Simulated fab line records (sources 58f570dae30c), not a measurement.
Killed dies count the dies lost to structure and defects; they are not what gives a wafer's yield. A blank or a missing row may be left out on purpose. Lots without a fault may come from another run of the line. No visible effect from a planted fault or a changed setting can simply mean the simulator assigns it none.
2 desks looking at one fault + flow berkeleyCmos170 + numbers are kept per desk, each desk with only its own; the story behind them comes last

== METROLOGY DESK ==
Means of the sampled wafers that have a number, per lot and without regard to the tool the lot ran on: this is what the gauges read. If a lot's mean is further than 4 standard deviations from the usual mean, the lot is out of limits and carries the mark OUT (the distance appears in the brackets).
Columns: A = ACTIVE_NITRIDE_THK at UCB170_ACTIVE_THK_MEAS_06, usual 219.2 nm; B = ACTIVE_OVL at UCB170_ACTIVE_OVL_MEAS_14, usual 1 nm; C = NSD_TW at UCB170_NSD_TW_MEAS_10, usual 4190
| lot  | first seen here | A               | B  | C    |
|------|-----------------|-----------------|----|------|
| L236 | day 4 13:18     | 219.1           | -3 | 4182 |
| L239 | day 5 00:26     | 218.9           | 5  | 4190 |
| L238 | day 5 00:28     | 217.9           | 3  | 4211 |
| L240 | day 5 15:33     | 220.5           | -1 | 4188 |
| L243 | day 5 23:44     | 221.1           | 6  | 4203 |
| L244 | day 5 23:44     | 217.4           | -3 | 4209 |
| L241 | day 5 23:44     | 220.4           | -0 | 4206 |
| L242 | day 5 23:48     | 220.1           | -1 | 4200 |
| L245 | day 6 11:19     | 220.2           | 4  | 4220 |
| L247 | day 7 01:55     | 220.1           | -2 | 4230 |
| L248 | day 7 01:55     | 220.5           | 0  | 4227 |
| L249 | day 7 16:40     | 134.7 (-47) OUT | -6 | 4212 |
| L250 | day 7 16:40     | 137.0 (-46) OUT | -4 | 4156 |
| L254 | day 8 23:26     | 217.8           | -2 | 4166 |
This desk reports L249, L250 out of limits; the earliest was L249 at day 7 16:40 (ACTIVE_NITRIDE_THK at UCB170_ACTIVE_THK_MEAS_06). In limits: L236, L239, L238, L240, L243, L244, L241, L242, L245, L247, L248, L254.

== AT THE TOOL OWNER'S DESK: lpcvd-02 ==
The tool's own readings at UCB170_ACTIVE_CVD_05 (deposits Si3N4 from SiH2Cl2/NH3, target thk 220 nm, time 3300 s): means of the sampled wafers that have a number, for each lot that ran on this tool. If a lot's mean is further than 4 standard deviations from the usual mean, the lot is out of limits and carries the mark OUT (the distance appears in the brackets).
Columns: A = spikeTcCentreC at UCB170_ACTIVE_CVD_05, usual 802.3 C; B = spikeTcLoadC at UCB170_ACTIVE_CVD_05, usual 825.1 C; C = spikeTcSourceC at UCB170_ACTIVE_CVD_05, usual 825 C; D = susceptorTempC at UCB170_ACTIVE_CVD_05, usual 800.0 C
| lot  | first seen here | A               | B               | C              | D               |
|------|-----------------|-----------------|-----------------|----------------|-----------------|
| L236 | day 4 11:23     | 802.2           | 821.5           | 820            | 799.9           |
| L238 | day 4 21:16     | 802.7           | 825.9           | 822            | 799.9           |
| L239 | day 4 21:16     | 804.6           | 826.7           | 823            | 800.1           |
| L247 | day 6 23:59     | 804.2           | 825.1           | 823            | 799.9           |
| L248 | day 6 23:59     | 804.0           | 826.7           | 823            | 799.9           |
| L249 | day 7 14:45     | 778.0 (-20) OUT | 800.6 (-14) OUT | 798 (-8.5) OUT | 775.4 (-70) OUT |
| L250 | day 7 14:45     | 776.2 (-22) OUT | 797.5 (-16) OUT | 796 (-9.0) OUT | 775.0 (-72) OUT |
This desk's verdict: out of limits on L249, L250, starting with L249 at day 7 14:45 (spikeTcCentreC at UCB170_ACTIVE_CVD_05). In limits: L236, L238, L239, L247, L248.

== PUT TOGETHER ==
On L249, L250, at day 7 14:45, an alarm was possible from the tool owner's desk.
An alarm was possible from the metrology desk at day 7 16:40, on L249, L250.
The lots listed all ran UCB170_ACTIVE_CVD_05 on lpcvd-02.

== WHAT THE SIMULATOR PUT IN ==
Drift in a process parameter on lpcvd-02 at UCB170_ACTIVE_CVD_05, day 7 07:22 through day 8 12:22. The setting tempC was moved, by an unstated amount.
Struck lots among those shown: L249, L250.
Hours from the fault's start to each desk's first reading out of limits: the tool owner's desk, 7; the metrology desk, 9.
